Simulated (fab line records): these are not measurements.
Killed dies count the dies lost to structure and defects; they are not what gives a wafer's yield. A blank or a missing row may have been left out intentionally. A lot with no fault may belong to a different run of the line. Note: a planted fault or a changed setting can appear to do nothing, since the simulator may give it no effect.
fab line records + flow rit_cmos
record
- lots=13
- wafers=39
- last_day=7
route steps=202 shown ACTIVE@16 NWELL@31 PWELL@48 NRETRO@59 M1@202
lots that met no fault: from a run of the same line without faults
start_h: hours from the record's first day to the start of the lot's first wafer shown + wait_h: hours from the lot's prior step to this one + " identical to the entry in the row above + L1.1+2: several wafers, shown together as one row + - either no value or no given start + * or withheld: withheld + < > ~ a bound
route shown NAME@n: NAME is a module with steps in the file, n the number in the route of the first one + usual: mean and standard deviation over wafers with no fault + same: alike in all rows + chamber/n: place in a boat + sites: each site's reading + _std_site: standard deviation across them + _edge_site: inner sites' mean taken away from outer sites' mean + radius_mm: how far each site lies from the wafer's centre + mask NAME#n: copy n + behind: the tool/chamber that last shaped the wafer + hold: why the lot went on hold/how many hours it stayed there/how the hold came to an end + device: whichever transistor did not switch (one of n, p or np) + end of line: tests run on the same wafers once the route is complete + where a step has no rows: the recipe by itself + killed: count of dies lost to structure and defects at first sort (not the wafer's yield) + map: a wafer's dies, x killed, . not, _ none there
set.NAME: the setting the step ran with; set.NAME@STEP: the setting that earlier step ran with + model.NAME: the simulator's own value behind a step, which no gauge read
one table for each step of the route and one row for each wafer, over a sample of lots
services: from which hour (start_h, from the record's first day; less than 0 if before it) a tool's chamber was out of use, for how many hours, and why
## steps
# step RIT_ACTIVE_CD_MEAS_90
# recipe
- target_cd_nm=1400
# usual
- cd_nm=1400.2/2.4
| lot.wafer | tool      | chamber | start_h | wait_h | cd_nm  |
|-----------|-----------|---------|---------|--------|--------|
| L652.2    | cd_sem-02 | -       | 16.75   | 0.1    | 1401.6 |
| L652.3    | "         | -       | "       | "      | 1402.9 |
| L652.4    | "         | -       | "       | "      | 1400.5 |
| L654.4    | cd_sem-02 | -       | 27.50   | 0.1    | 1397.4 |
| L654.5    | "         | -       | "       | "      | 1400.2 |
| L654.6    | "         | -       | "       | "      | 1397.2 |
| L656.1    | cd_sem-02 | -       | 37.51   | 0.1    | 1400.8 |
| L656.2    | "         | -       | "       | "      | 1401.7 |
| L656.6    | "         | -       | "       | "      | 1401.0 |
| L657.4    | cd_sem-02 | -       | 41.20   | 0.1    | 1399.4 |
| L657.5    | "         | -       | "       | "      | 1397.6 |
| L657.6    | "         | -       | "       | "      | 1397.4 |
| L659.1    | cd_sem-01 | -       | 52.27   | 0.1    | 1400.4 |
| L659.3    | "         | -       | "       | "      | 1402.1 |
| L659.4    | "         | -       | "       | "      | 1400.1 |
| L661.2    | cd_sem-01 | -       | 71.37   | 0.1    | 1398.9 |
| L661.4    | "         | -       | "       | "      | 1400.6 |
| L661.5    | "         | -       | "       | "      | 1400.2 |
| L662.3    | cd_sem-02 | -       | 71.51   | 0.1    | 1402.5 |
| L662.4    | "         | -       | "       | "      | 1401.9 |
| L662.5    | "         | -       | "       | "      | 1401.0 |
| L663.2    | cd_sem-01 | -       | 71.73   | 0.1    | 1397.1 |
| L663.4    | "         | -       | "       | "      | 1398.8 |
| L663.6    | "         | -       | "       | "      | 1399.7 |
| L664.1    | cd_sem-02 | -       | 80.33   | 0.1    | 1402.1 |
| L664.3    | "         | -       | "       | "      | 1400.9 |
| L664.6    | "         | -       | "       | "      | 1400.7 |
| L666.1    | cd_sem-01 | -       | 88.96   | 0.1    | 1403.4 |
| L666.3    | "         | -       | "       | "      | 1405.9 |
| L666.5    | "         | -       | "       | "      | 1405.0 |
| L672.1    | cd_sem-02 | -       | 116.99  | 0.1    | 1397.1 |
| L672.3    | "         | -       | "       | "      | 1396.0 |
| L672.5    | "         | -       | "       | "      | 1396.3 |
| L674.2    | cd_sem-01 | -       | 126.31  | 0.1    | 1393.5 |
| L674.4    | "         | -       | "       | "      | 1395.7 |
| L674.6    | "         | -       | "       | "      | 1393.6 |
| L675.1    | cd_sem-02 | -       | 130.97  | 0.1    | 1398.3 |
| L675.4    | "         | -       | "       | "      | 1400.4 |
| L675.6    | "         | -       | "       | "      | 1398.0 |
# step RIT_NWELL_EXPOSE_03
# recipe
- mask_id=M2
- na=0.57
- target_cd_nm=43900
- dose_mj=250
| lot.wafer  | tool             | chamber | start_h | wait_h | mask    |
|------------|------------------|---------|---------|--------|---------|
| L652.2+3+4 | iline_stepper-02 | 0       | 24.98   | 0.2    | M2#0    |
| L654.4+5+6 | iline_stepper-01 | 0       | 37.38   | 0.2    | M2#0    |
| L656.1+2+6 | iline_stepper-02 | 0       | 45.37   | 0.2    | M2#0    |
| L657.4+5+6 | iline_stepper-01 | 0       | 48.77   | 0.2    | M2#0    |
| L659.1+3+4 | iline_stepper-01 | 0       | 76.24   | 0.2    | M2#0    |
| L662.3+4+5 | iline_stepper-01 | 0       | 81.65   | 0.2    | M2#0    |
| L661.2+4+5 | iline_stepper-01 | 0       | 81.75   | 0.4    | M2_R1#0 |
| L663.2+4+6 | iline_stepper-01 | 0       | 81.87   | 0.4    | M2#0    |
| L664.1+3+6 | iline_stepper-01 | 0       | 94.51   | 0.1    | M2#0    |
| L666.1+3+5 | iline_stepper-01 | 0       | 98.84   | 0.1    | M2#0    |
| L672.1+3+5 | iline_stepper-01 | 0       | 122.46  | 0.2    | M2#0    |
| L674.2+4+6 | iline_stepper-01 | 0       | 131.93  | 0.2    | M2#0    |
| L675.1+4+6 | iline_stepper-02 | 0       | 136.17  | 0.3    | M2#0    |
# step RIT_PWELL_STRIP_09
# recipe
- chemistry=O2
- time_s=180
- resist=NOVOLAK
- platen_temp_c=withheld
- power_w=500
- pressure_mtorr=4000
- o2_flow_sccm=4000
# usual
- drypump_motor_current_A=5.4/0.43
- o2_flow_sccm=3999/13
# same
- time_s=180
| lot.wafer | tool            | chamber | start_h | wait_h | drypump_motor_current_A | o2_flow_sccm | rf_hours_counter_h |
|-----------|-----------------|---------|---------|--------|-------------------------|--------------|--------------------|
| L652.2    | plasma_asher-04 | 1       | 27.50   | 0.1    | 4.9                     | 4011         | 41                 |
| L652.3    | "               | 0       | "       | "      | 5.5                     | 3995         | -                  |
| L652.4    | "               | 1       | "       | "      | 4.9                     | 4014         | -                  |
| L654.4    | plasma_asher-04 | 0       | 39.92   | 0.1    | 5.5                     | 3991         | -                  |
| L654.5    | "               | 1       | "       | "      | 4.9                     | 3984         | -                  |
| L654.6    | "               | 0       | "       | "      | 5.6                     | 3982         | -                  |
| L656.1    | plasma_asher-04 | 1       | 48.19   | 0.1    | 4.9                     | 4020         | 43                 |
| L656.2    | "               | 0       | "       | "      | 5.5                     | 4015         | 43                 |
| L656.6    | "               | 1       | "       | "      | 4.9                     | 4011         | -                  |
| L657.4    | plasma_asher-01 | 0       | 51.30   | 0.1    | 6.0                     | 4000         | -                  |
| L657.5    | "               | 1       | "       | "      | 5.7                     | 4021         | -                  |
| L657.6    | "               | 0       | "       | "      | 6.0                     | 3980         | -                  |
| L659.1    | plasma_asher-01 | 0       | 78.99   | 0.1    | 6.0                     | 4009         | 24                 |
| L659.3    | "               | 0       | "       | "      | 6.0                     | 3994         | -                  |
| L659.4    | "               | 1       | "       | "      | 5.7                     | 4001         | -                  |
| L662.3    | plasma_asher-04 | 0       | 84.21   | 0.1    | 5.5                     | 3974         | -                  |
| L662.4    | "               | 1       | "       | "      | 4.9                     | 4000         | -                  |
| L662.5    | "               | 1       | "       | "      | 4.9                     | 4000         | -                  |
| L661.2    | plasma_asher-01 | 0       | 84.44   | 0.1    | 6.0                     | 3994         | 24                 |
| L661.4    | "               | 1       | "       | "      | 5.7                     | 4000         | -                  |
| L661.5    | "               | 0       | "       | "      | 6.0                     | 3991         | -                  |
| L663.2    | plasma_asher-04 | 1       | 84.62   | 0.1    | 4.9                     | 3986         | 46                 |
| L663.4    | "               | 1       | "       | "      | 4.9                     | 3990         | -                  |
| L663.6    | "               | 0       | "       | "      | 5.5                     | 4013         | -                  |
| L664.1    | plasma_asher-04 | 0       | 97.50   | 0.1    | 5.5                     | 3989         | 48                 |
| L664.3    | "               | 1       | "       | "      | 4.9                     | 3994         | -                  |
| L664.6    | "               | 1       | "       | "      | 4.9                     | 3967         | -                  |
| L666.1    | plasma_asher-03 | 1       | 101.38  | 0.1    | 4.7                     | 3985         | 44                 |
| L666.3    | "               | 1       | "       | "      | 4.7                     | 3994         | -                  |
| L666.5    | "               | 0       | "       | "      | 5.7                     | 4011         | -                  |
| L672.1    | plasma_asher-03 | 0       | 125.82  | 0.1    | 5.7                     | 3973         | 1                  |
| L672.3    | "               | 0       | "       | "      | 5.7                     | 3996         | -                  |
| L672.5    | "               | 0       | "       | "      | 5.7                     | 3995         | -                  |
| L674.2    | plasma_asher-04 | 0       | 134.88  | 0.1    | 5.5                     | 3991         | 53                 |
| L674.4    | "               | 1       | "       | "      | 4.9                     | 3987         | -                  |
| L674.6    | "               | 0       | "       | "      | 5.5                     | 3994         | -                  |
| L675.1    | plasma_asher-01 | 0       | 139.06  | 0.1    | 6.0                     | 3997         | 31                 |
| L675.4    | "               | 0       | "       | "      | 6.0                     | 3983         | -                  |
| L675.6    | "               | 1       | "       | "      | 5.7                     | 3983         | -                  |
# step RIT_NRETRO_OVL_MEAS_06
# usual
- NRETRO_OVL=0.2/1.1
| lot.wafer | tool       | chamber | start_h | wait_h | NRETRO_OVL[nm] |
|-----------|------------|---------|---------|--------|----------------|
| L652.2    | overlay-02 | -       | 37.37   | -      | -2.1           |
| L652.3    | "          | -       | "       | "      | -0.1           |
| L652.4    | "          | -       | "       | "      | -1.2           |
| L654.4    | overlay-02 | -       | 47.17   | -      | -1.3           |
| L654.5    | "          | -       | "       | "      | -0.1           |
| L654.6    | "          | -       | "       | "      | -0.5           |
| L656.1    | overlay-02 | -       | 55.46   | -      | 1.0            |
| L656.2    | "          | -       | "       | "      | 0.9            |
| L656.6    | "          | -       | "       | "      | 2.2            |
| L657.4    | overlay-01 | -       | 62.28   | -      | -1.2           |
| L657.5    | "          | -       | "       | "      | 0.4            |
| L657.6    | "          | -       | "       | "      | -1.7           |
| L659.1    | overlay-02 | -       | 89.56   | -      | 0.7            |
| L659.3    | "          | -       | "       | "      | -1.7           |
| L659.4    | "          | -       | "       | "      | 0.6            |
| L662.3    | overlay-01 | -       | 94.65   | -      | 2.3            |
| L662.4    | "          | -       | "       | "      | 1.0            |
| L662.5    | "          | -       | "       | "      | 3.6            |
| L661.2    | overlay-01 | -       | 94.98   | -      | -1.2           |
| L661.4    | "          | -       | "       | "      | -1.6           |
| L661.5    | "          | -       | "       | "      | -0.9           |
| L663.2    | overlay-01 | -       | 95.29   | -      | 0.3            |
| L663.4    | "          | -       | "       | "      | 0.5            |
| L663.6    | "          | -       | "       | "      | -0.4           |
| L664.1    | overlay-02 | -       | 104.06  | -      | -1.0           |
| L664.3    | "          | -       | "       | "      | 0.1            |
| L664.6    | "          | -       | "       | "      | 0.3            |
| L666.1    | overlay-01 | -       | 113.72  | -      | -0.7           |
| L666.3    | "          | -       | "       | "      | 0.4            |
| L666.5    | "          | -       | "       | "      | 2.0            |
| L672.1    | overlay-01 | -       | 132.83  | -      | -0.2           |
| L672.3    | "          | -       | "       | "      | -0.5           |
| L672.5    | "          | -       | "       | "      | -1.0           |
| L674.2    | overlay-01 | -       | 141.32  | -      | 0.1            |
| L674.4    | "          | -       | "       | "      | 2.2            |
| L674.6    | "          | -       | "       | "      | 1.3            |
| L675.1    | overlay-02 | -       | 146.02  | -      | 1.0            |
| L675.4    | "          | -       | "       | "      | 2.2            |
| L675.6    | "          | -       | "       | "      | 1.4            |
# step RIT_M1_PROBE_99
# usual
- killed_at_contacts=0.1/0.23
- killed_at_front_end=6.7/2.9
- killed_dies=6.8/2.9
- killed_open=3.5/2.1
- killed_short=3.2/1.9
# same
- gross_dies=264
- killed_at_M0_to_M3=0
- killed_at_M4_up=0
- killed_at_back_side=0
- killed_at_other=0
| lot.wafer | tool      | chamber | start_h | wait_h | killed_at_contacts | killed_at_front_end | killed_dies | killed_open | killed_short |
|-----------|-----------|---------|---------|--------|--------------------|---------------------|-------------|-------------|--------------|
| L652.2    | prober-01 | -       | 68.49   | 0.1    | 0                  | 10                  | 10          | 5           | 5            |
| L652.3    | prober-01 | -       | 68.54   | 0.2    | 0                  | 7                   | 7           | 3           | 4            |
| L652.4    | prober-01 | -       | 68.59   | 0.2    | 0                  | 4                   | 4           | 3           | 1            |
| L654.4    | prober-01 | -       | 94.62   | 0.2    | 0                  | 7                   | 7           | 5           | 2            |
| L654.5    | prober-01 | -       | 94.67   | 0.2    | 0                  | 5                   | 5           | 3           | 2            |
| L654.6    | prober-01 | -       | 94.72   | 0.2    | 0                  | 6                   | 6           | 3           | 3            |
| L662.3    | prober-02 | -       | 130.55  | 0.2    | 0                  | 9                   | 9           | 3           | 6            |
| L662.4    | prober-02 | -       | 130.60  | 0.2    | 0                  | 3                   | 3           | 1           | 2            |
| L662.5    | prober-02 | -       | 130.65  | 0.2    | 0                  | 4                   | 4           | 2           | 2            |
| L661.2    | prober-01 | -       | 134.42  | 0.1    | 0                  | 3                   | 3           | 3           | 0            |
| L661.4    | prober-01 | -       | 134.52  | 0.2    | 0                  | 4                   | 4           | 1           | 3            |
| L661.5    | prober-01 | -       | 134.57  | 0.2    | 0                  | 6                   | 6           | 4           | 2            |
| L672.1    | prober-01 | -       | 164.39  | 0.1    | 0                  | 2                   | 2           | 1           | 1            |
| L672.3    | prober-01 | -       | 164.49  | 0.2    | 0                  | 5                   | 5           | 2           | 3            |
| L672.5    | prober-01 | -       | 164.59  | 0.2    | 0                  | 1                   | 1           | 0           | 1            |
# killed by level:class
L652.2 GATE:geometric_particle:open=3 GATE:geometric_particle:short=2 REOX:geometric_particle:short=2 FOX1:geometric_particle:short=1 FOX1:geometric_particle:open=1 SPACER:geometric_particle:open=1
L652.3 REOX:geometric_particle:short=2 FOX1:geometric_particle:open=1 FOX2:geometric_particle:short=1 GATE:geometric_particle:open=1 GATE:geometric_particle:short=1 REOX:geometric_particle:open=1
L652.4 SPACER:geometric_particle:open=2 GATE:geometric_particle:short=1 REOX:geometric_particle:open=1
L654.4 FOX1:geometric_particle:open=3 REOX:geometric_particle:short=1 SPACER:geometric_particle:open=1 SILICIDE:geometric_particle:short=1 SILICIDE:geometric_particle:open=1
L654.5 FOX1:geometric_particle:short=1 GATE:geometric_particle:open=1 REOX:geometric_particle:short=1 SPACER:geometric_particle:open=1 SILICIDE:geometric_particle:open=1
L654.6 FOX1:geometric_particle:short=2 REOX:geometric_particle:open=1 SPACER:geometric_particle:short=1 SPACER:geometric_particle:open=1 SILICIDE:geometric_particle:open=1
L662.3 FOX1:geometric_particle:short=3 GATE:geometric_particle:short=2 FOX1:geometric_particle:open=1 GATE:geometric_particle:open=1 REOX:geometric_particle:open=1 SPACER:geometric_particle:short=1
L662.4 FOX1:geometric_particle:short=1 GATE:geometric_particle:open=1 SPACER:geometric_particle:short=1
L662.5 FOX1:geometric_particle:open=1 FOX1:geometric_particle:short=1 FOX2:geometric_particle:short=1 SPACER:geometric_particle:open=1
L661.2 GATE:geometric_particle:open=3
L661.4 FOX2:geometric_particle:short=2 GATE:geometric_particle:open=1 SILICIDE:geometric_particle:short=1
L661.5 GATE:geometric_particle:open=2 FOX1:geometric_particle:open=1 FOX2:geometric_particle:short=1 REOX:geometric_particle:open=1 SILICIDE:geometric_particle:short=1
L672.1 FOX1:geometric_particle:short=1 FOX1:geometric_particle:open=1
L672.3 FOX1:geometric_particle:short=1 FOX2:geometric_particle:open=1 REOX:geometric_particle:short=1 SILICIDE:geometric_particle:open=1 SILICIDE:geometric_particle:short=1
L672.5 GATE:geometric_particle:short=1
## services
| tool             | chamber | start_h | hours | kind        |
|------------------|---------|---------|-------|-------------|
| iline_stepper-01 | -       | 32.97   | 1.7   | pm          |
| iline_stepper-01 | 0       | 48.18   | -     | calibration |
| plasma_asher-01  | -       | 52.31   | 4.0   | repair      |
| iline_stepper-01 | -       | 61.82   | 1.3   | repair      |
| plasma_asher-01  | -       | 64.14   | 1.0   | repair      |
| iline_stepper-02 | 0       | 65.64   | -     | calibration |
| iline_stepper-01 | -       | 84.52   | 4.3   | pm          |
| iline_stepper-02 | -       | 91.78   | 1.7   | pm          |
| plasma_asher-01  | -       | 98.66   | 2.8   | pm          |
| plasma_asher-03  | -       | 108.88  | 9.0   | pm          |
| plasma_asher-03  | 0       | 108.88  | 9.0   | vent_cycle  |
| plasma_asher-03  | 1       | 108.88  | 9.0   | vent_cycle  |
| plasma_asher-03  | 0       | 117.88  | -     | clean       |
| plasma_asher-03  | 1       | 117.88  | -     | clean       |
## key
first_sign
- step=RIT_NWELL_EXPOSE_03
- reading=mask
- direction=changed
effect none on later readings
met_at RIT_NWELL_EXPOSE_03
struck_lots L661
tester_left_out L661
not_acting_at RIT_ACTIVE_CD_MEAS_90,RIT_PWELL_STRIP_09,RIT_NRETRO_OVL_MEAS_06
onset_between 81.65 81.75
fault
- kind=wrong_mask
- tool=any
- chamber=-
- onset_h=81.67
- steps=RIT_NWELL_EXPOSE_03
- aux_copy=M2_R1#0
- cd_offset_nm=300
- scope=struck_lots_only
# tester_left_out: of these lots the tester's yield and bins aren't shown, on N5 and GAA mostly nor the transistor test; their killed dies are dies lost to structure and defects alone, not to doping, threshold or leakage, so they don't give the yield
